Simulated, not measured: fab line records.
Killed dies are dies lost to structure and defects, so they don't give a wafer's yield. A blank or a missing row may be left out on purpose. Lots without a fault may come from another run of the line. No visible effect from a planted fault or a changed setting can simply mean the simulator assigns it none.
fab line records | flow rit_cmos
record: lots: 5 wafers: 15 last_day: 7
route steps=202 shown GATE@83 M1@202
lots with no fault: from the same line, run without faults
start_h: start of the lot's first displayed wafer, in hours after the record's first day | wait_h: hours since the lot's step before | " identical to the entry in the row above | L1.1+2: a single row standing in for several wafers | - either no value or no given start | * or withheld: withheld | < > ~ a bound
route shown NAME@n: a module of which the file shows steps, and the number in the route of the first | usual: average and standard deviation across the fault-free wafers | same: alike in all rows | chamber/n: place in a boat | sites: the reading at each site | _std_site: standard deviation of those values | _edge_site: the outer-site mean with the inner-site mean subtracted | radius_mm: how far each site lies from the wafer's centre | mask NAME#n: copy n | behind: the tool/chamber that last shaped the wafer | hold: what put the lot on hold/how long, in hours/how the hold closed | device: the transistor (n, p or np) that didn't switch | end of line: tests run on the same wafers once the route is complete | a step with no rows: only its recipe | killed: count of dies lost to structure and defects at first sort (not the wafer's yield) | map: a wafer's dies, marking killed ones x, the rest . and places with no die _
set.NAME: the setting that was run; set.NAME@STEP: the one run at that earlier step | model.NAME: the simulator's own value behind a step, which no gauge read
lots at selected steps of the route; one table per step, one row per wafer
services: a tool's chamber out of use, with start hour (start_h, from the record's first day; less than 0 if before it), hours out, and reason
== steps ==
step: RIT_GATE_THK_MEAS_07
recipe: reads: SiO2_of_GATE_OXIDATION_05
usual: GATE_OXIDE_THK: 3.01/0.067
columns lot.wafer tool chamber start_h wait_h GATE_OXIDE_THK[nm]
L675.4 film_metro-04 - 44.04 0.0 3.05
L675.5 " - " " 3.08
L675.6 " - " " 2.99
L677.1 film_metro-04 - 54.67 0.0 2.93
L677.4 " - " " 2.95
L677.5 " - " " 2.91
L690.2 film_metro-01 - 120.05 0.0 3.10
L690.3 " - " " 3.04
L690.5 " - " " 3.01
L691.1 film_metro-04 - 125.79 0.0 3.06
L691.4 " - " " 3.03
L691.6 " - " " 2.99
L696.1 film_metro-01 - 149.03 0.0 3.00
L696.5 " - " " 3.01
L696.6 " - " " 3.01
step: RIT_GATE_CVD_08
recipe: material: poly-Si target_thk_nm: 250 temp_c: 610 precursor: SiH4 time_s: 2220 pressure_mtorr: 300 sih4_flow_sccm: 100
step: RIT_GATE_THK_MEAS_09
recipe: reads: poly-Si_of_GATE_CVD_08
usual: GATE_POLY_THK: 250.0/2.9
columns lot.wafer tool chamber start_h wait_h GATE_POLY_THK[nm]
L675.4 film_metro-04 - 53.48 0.0 250.6
L675.5 " - " " 249.4
L675.6 " - " " 250.8
L677.1 film_metro-01 - 57.70 0.0 253.1
L677.4 " - " " 251.3
L677.5 " - " " 253.1
L690.2 film_metro-01 - 122.53 0.0 252.5
L690.3 " - " " 251.0
L690.5 " - " " 251.4
L691.1 film_metro-01 - 127.46 0.0 253.4
L691.4 " - " " 249.0
L691.6 " - " " 251.8
L696.1 film_metro-03 - 150.71 0.0 249.4
L696.5 " - " " 248.6
L696.6 " - " " 249.7
step: RIT_GATE_HMDS_10
recipe: prime_time_s: 60 prime_temp_c: 140
step: RIT_GATE_COAT_11
recipe: resist: NOVOLAK spin_rpm: 4250 resist_thk_nm: 857.1
step: RIT_GATE_SOFTBAKE_12
recipe: resist: NOVOLAK temp_c: 90 time_s: 60
step: RIT_GATE_EXPOSE_13
recipe: mask_id: M6 na: 0.6 source_shape: conventional sigma_outer: 0.6 target_cd_nm: 150 dose_mj: 380
step: RIT_GATE_PEB_14
recipe: resist: NOVOLAK temp_c: withheld time_s: withheld
step: RIT_GATE_DEVELOP_15
recipe: resist: NOVOLAK develop_time_s: 50 dev_temp_c: 23
step: RIT_GATE_CD_MEAS_16
recipe: target_cd_nm: 150
usual: cd_nm: 148.7/2.7
columns lot.wafer tool chamber start_h wait_h cd_nm
L675.4 cd_sem-02 - 54.42 - 142.9
L675.5 " - " " 142.8
L675.6 " - " " 144.7
L677.1 cd_sem-01 - 58.65 - 149.5
L677.4 " - " " 152.8
L677.5 " - " " 151.3
L690.2 cd_sem-02 - 123.58 - 148.6
L690.3 " - " " 146.6
L690.5 " - " " 148.6
L691.1 cd_sem-02 - 128.37 - 152.3
L691.4 " - " " 151.7
L691.6 " - " " 151.4
L696.1 cd_sem-01 - 151.62 - 151.9
L696.5 " - " " 149.0
L696.6 " - " " 148.6
step: RIT_GATE_OVL_MEAS_17
usual: GATE_OVL: 0.2/1.5
columns lot.wafer tool chamber start_h wait_h GATE_OVL[nm]
L675.4 overlay-02 - 54.50 0.1 -1.0
L675.5 " - " " -1.4
L675.6 " - " " 1.1
L677.1 overlay-02 - 58.77 0.1 -0.6
L677.4 " - " " 0.1
L677.5 " - " " 1.0
L690.2 overlay-01 - 123.68 0.1 1.9
L690.3 " - " " 3.0
L690.5 " - " " 0.4
L691.1 overlay-02 - 128.49 0.1 -0.1
L691.4 " - " " 0.2
L691.6 " - " " 0.0
L696.1 overlay-01 - 151.74 0.1 -1.0
L696.5 " - " " 0.4
L696.6 " - " " 0.0
step: RIT_GATE_HARDBAKE_18
recipe: resist: NOVOLAK temp_c: 140 time_s: 60
step: RIT_GATE_ETCH_19
recipe: chemistry: SF6/CHF3/O2 time_s: 165 SF6_flow_sccm: 30 CHF3_flow_sccm: 30 O2_flow_sccm: 5 target: poly-Si pressure_mtorr: 40 rf_w: 160 target_depth_a: 3125 over_etch_frac: 0.25 stop_on: SiO2
usual: CHF3_flow_sccm: 30.00/0.084 drypump_motor_current_A: 5.9/0.37 oes_product_au: 0.845/0.015 run_length_s: 193.1/0.48 throttle_valve_pct: 10.37/0.11
columns lot.wafer tool chamber start_h wait_h CHF3_flow_sccm drypump_motor_current_A oes_product_au rf_hours_counter_h run_length_s throttle_valve_pct model.NOVOLAK_of_GATE_COAT_11.thk_nm
L675.4 rie_si-02 2 54.67 0.1 30.02 6.4 0.826 73 193.8 10.43 676.1
L675.5 " 3 " " 29.96 5.8 0.824 - 193.0 10.26 677
L675.6 " 2 " " 29.98 6.5 0.832 - 193.4 10.45 675.2
L677.1 rie_si-02 3 59.02 0.1 30.10 5.8 0.835 77 193.1 10.28 668.9
L677.4 " 2 " " 29.90 6.4 0.837 73 193.2 10.43 669.3
L677.5 " 1 " " 30.03 6.1 0.881 - 192.8 10.28 671.4
L690.2 rie_si-01 0 123.86 0.1 29.99 6.1 0.866 28 193.6 10.24 677.6
L690.3 " 3 " " 29.91 5.1 0.851 49 192.7 10.40 681.3
L690.5 " 2 " " 30.12 5.8 0.848 - 193.5 10.53 677.1
L691.1 rie_si-02 3 128.68 0.1 29.95 5.8 0.835 78 193.1 10.25 674
L691.4 " 0 " " 29.87 5.7 0.854 - 193.4 10.33 672.2
L691.6 " 2 " " 29.81 6.5 0.707 - 239.6 10.44 652.8
L696.1 rie_si-01 0 151.92 0.1 29.96 6.1 0.854 28 193.1 10.24 676
L696.5 " 1 " " 30.08 5.8 0.838 - 192.5 10.46 680.7
L696.6 " 0 " " 29.91 6.1 0.852 - 193.5 10.24 676.4
step: RIT_GATE_STRIP_20
recipe: chemistry: O2 time_s: 180 resist: NOVOLAK platen_temp_c: withheld power_w: 500 pressure_mtorr: 4000 o2_flow_sccm: 4000
usual: drypump_motor_current_A: 5.5/0.4
columns lot.wafer tool chamber start_h wait_h drypump_motor_current_A rf_hours_counter_h
L675.4 plasma_asher-02 1 54.84 0.1 4.9 -
L675.5 " 0 " " 5.8 -
L675.6 " 1 " " 4.9 -
L677.1 plasma_asher-04 1 59.13 0.1 5.2 42
L677.4 " 0 " " 5.6 -
L677.5 " 1 " " 5.3 -
L690.2 plasma_asher-04 0 123.97 0.1 5.6 1
L690.3 " 0 " " 5.6 -
L690.5 " 1 " " 5.2 -
L691.1 plasma_asher-03 0 128.79 0.1 6.1 34
L691.4 " 0 " " 6.1 -
L691.6 " 0 " " 6.1 -
L696.1 plasma_asher-04 0 152.03 0.1 5.7 3
L696.5 " 0 " " 5.7 -
L696.6 " 1 " " 5.3 -
step: RIT_M1_PROBE_99
usual: killed_at_contacts: 0.1/0.29 killed_at_front_end: 6/3 killed_dies: 7/3.1 killed_open: 3.2/1.9 killed_short: 3.3/1.9
same: gross_dies: 264 killed_at_M0_to_M3: 0 killed_at_M4_up: 0 killed_at_back_side: 0 killed_at_other: 0
columns lot.wafer tool chamber start_h wait_h killed_at_contacts killed_at_front_end killed_dies killed_open killed_short model.etest.pmos_turned.r_on_ohm_um model.etest.pmos_0p3.r_on_ohm_um model.etest.pmos_0p15.r_on_ohm_um model.etest.pmos_0p15.drive_ua_um model.etest.pmos_turned.drive_ua_um model.etest.pwell_pinched.rs_ohm_sq model.etest.nwell_pinched.rs_ohm_sq model.etest.pmos_0p3.drive_ua_um
L675.4 prober-02 - 79.00 0.2 0 7 7 4 3 3539 6514 2792 255.8 182.2 469.8 343.2 96.67
L675.5 prober-02 - 79.05 0.2 0 7 7 4 3 3527 6558 2796 255.8 183.3 467.2 347.3 96.07
L675.6 prober-02 - 79.10 0.2 0 7 7 5 2 3606 6471 2840 251.9 180.9 459.6 343.8 97.2
L677.1 prober-01 - 80.35 0.1 0 8 8 3 5 3552 6324 2804 251.8 180.5 464.3 335.2 100.2
L677.4 prober-01 - 80.50 0.2 1 4 5 2 3 3734 6411 2950 240.3 170.7 456 333.5 99.44
L677.5 prober-01 - 80.55 0.2 0 8 8 4 4 3605 6293 2848 250.5 179.4 465.1 333.8 103
L690.2 prober-01 - 145.27 0.1 0 4 4 2 2 3656 6572 2898 241.7 171.2 448.6 328.1 94.38
L690.3 prober-01 - 145.32 0.2 0 8 8 5 3 3480 6351 2740 256 184.1 441.9 327.6 99.77
L690.5 prober-01 - 145.42 0.2 0 6 6 2 4 3515 6388 2799 253.3 181.2 451.8 331.7 98.56
L691.1 prober-02 - 148.48 0.1 0 6 6 4 2 3782 6523 2984 238.6 168.6 472.7 342 96.89
L691.4 prober-02 - 148.63 0.2 0 5 5 1 4 3710 6409 2933 238.9 171.1 461.6 337.1 97.74
L691.6 prober-02 - 148.73 0.2 0 4 4 3 1 3428 6203 2729 265.4 191.5 482.1 350.7 103.6
L696.1 prober-02 - 172.12 0.1 1 7 8 2 6 3680 6485 2912 239.5 171.3 453.8 336.7 97.31
L696.5 prober-02 - 172.32 0.2 0 8 8 3 5 3679 6437 2844 245.6 167.2 454 335.6 97.4
L696.6 prober-02 - 172.37 0.2 0 11 11 7 4 3522 6338 2802 254.3 180.3 452.8 333.5 100.3
killed by level:class
L675.4 SILICIDE:geometric_particle:short=2 SILICIDE:geometric_particle:open=2 FOX2:geometric_particle:open=1 GATE:geometric_particle:open=1 REOX:geometric_particle:short=1
L675.5 SILICIDE:geometric_particle:open=3 SILICIDE:geometric_particle:short=2 FOX1:geometric_particle:open=1 SPACER:geometric_particle:short=1
L675.6 GATE:geometric_particle:open=2 FOX1:geometric_particle:open=1 FOX2:geometric_particle:short=1 SPACER:geometric_particle:open=1 SILICIDE:geometric_particle:open=1 SILICIDE:geometric_particle:short=1
L677.1 FOX2:geometric_particle:short=2 GATE:geometric_particle:short=2 FOX1:geometric_particle:open=1 SPACER:geometric_particle:short=1 SPACER:geometric_particle:open=1 SILICIDE:geometric_particle:open=1
L677.4 GATE:geometric_particle:short=2 GATE:geometric_particle:open=1 SILICIDE:geometric_particle:short=1 CONTACT:geometric_particle:open=1
L677.5 FOX1:geometric_particle:open=2 GATE:geometric_particle:short=2 FOX1:geometric_particle:short=1 FOX2:geometric_particle:short=1 FOX2:geometric_particle:open=1 GATE:geometric_particle:open=1
L690.2 FOX2:geometric_particle:open=1 REOX:geometric_particle:short=1 SPACER:geometric_particle:open=1 SILICIDE:geometric_particle:short=1
L690.3 GATE:geometric_particle:open=3 ACTIVE:geometric_particle:short=1 FOX2:geometric_particle:short=1 GATE:geometric_particle:short=1 REOX:geometric_particle:open=1 SPACER:geometric_particle:open=1
L690.5 FOX1:geometric_particle:short=2 FOX1:geometric_particle:open=1 GATE:geometric_particle:short=1 REOX:geometric_particle:short=1 SPACER:geometric_particle:open=1
L691.1 GATE:geometric_particle:short=1 GATE:geometric_particle:open=1 REOX:geometric_particle:open=1 SPACER:geometric_particle:open=1 SPACER:geometric_particle:short=1 SILICIDE:geometric_particle:open=1
L691.4 GATE:geometric_particle:short=3 REOX:geometric_particle:short=1 SILICIDE:geometric_particle:open=1
L691.6 GATE:geometric_particle:open=3 REOX:geometric_particle:short=1
L696.1 GATE:geometric_particle:short=2 FOX2:geometric_particle:short=1 GATE:geometric_particle:open=1 REOX:geometric_particle:short=1 SILICIDE:geometric_particle:open=1 SILICIDE:geometric_particle:short=1 CONTACT:geometric_particle:short=1
L696.5 GATE:geometric_particle:open=3 REOX:geometric_particle:short=2 SPACER:geometric_particle:short=2 FOX1:geometric_particle:short=1
L696.6 GATE:geometric_particle:open=3 REOX:geometric_particle:open=2 REOX:geometric_particle:short=2 SPACER:geometric_particle:short=2 FOX2:geometric_particle:open=1 SPACER:geometric_particle:open=1
== services ==
columns tool chamber start_h hours kind
rie_si-02 - 49.39 0.2 repair
plasma_asher-04 - 108.75 9.0 pm
plasma_asher-04 0 108.75 9.0 vent_cycle
plasma_asher-04 1 108.75 9.0 vent_cycle
plasma_asher-04 0 117.75 - clean
plasma_asher-04 1 117.75 - clean
rie_si-02 1 124.67 - clean
rie_si-02 1 124.67 19.3 scheduled_down
rie_si-02 1 124.67 19.3 vent_cycle
== key ==
first_sign: step: RIT_GATE_ETCH_19 reading: run_length_s direction: up sigmas: 97 usual: * struck: *
effect: step: RIT_GATE_ETCH_19 reading: oes_product_au direction: down sigmas: 9.3 usual: 0.845 struck: 0.707
model_effect: step: RIT_GATE_ETCH_19 value: NOVOLAK_of_GATE_COAT_11.thk_nm without: 675.9 struck: 652.8
model_effect: step: RIT_M1_PROBE_99 value: etest.pmos_turned.r_on_ohm_um without: 3745 struck: 3428
met_at RIT_GATE_ETCH_19
struck_wafers L691.6
tester_left_out L691
onset_between 59.02 128.68
fault: kind: process_parameter_drift tool: rie_si-02 chamber: 2 onset_h: 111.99 steps: RIT_GATE_ETCH_19 channel: time_s offset: * shape: step end_h: 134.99 stated: *
tester_left_out: of these lots the tester's yield and bins aren't shown, on N5 and GAA mostly nor the transistor test; their killed dies are dies lost to structure and defects alone, not to doping, threshold or leakage, so they don't give the yield
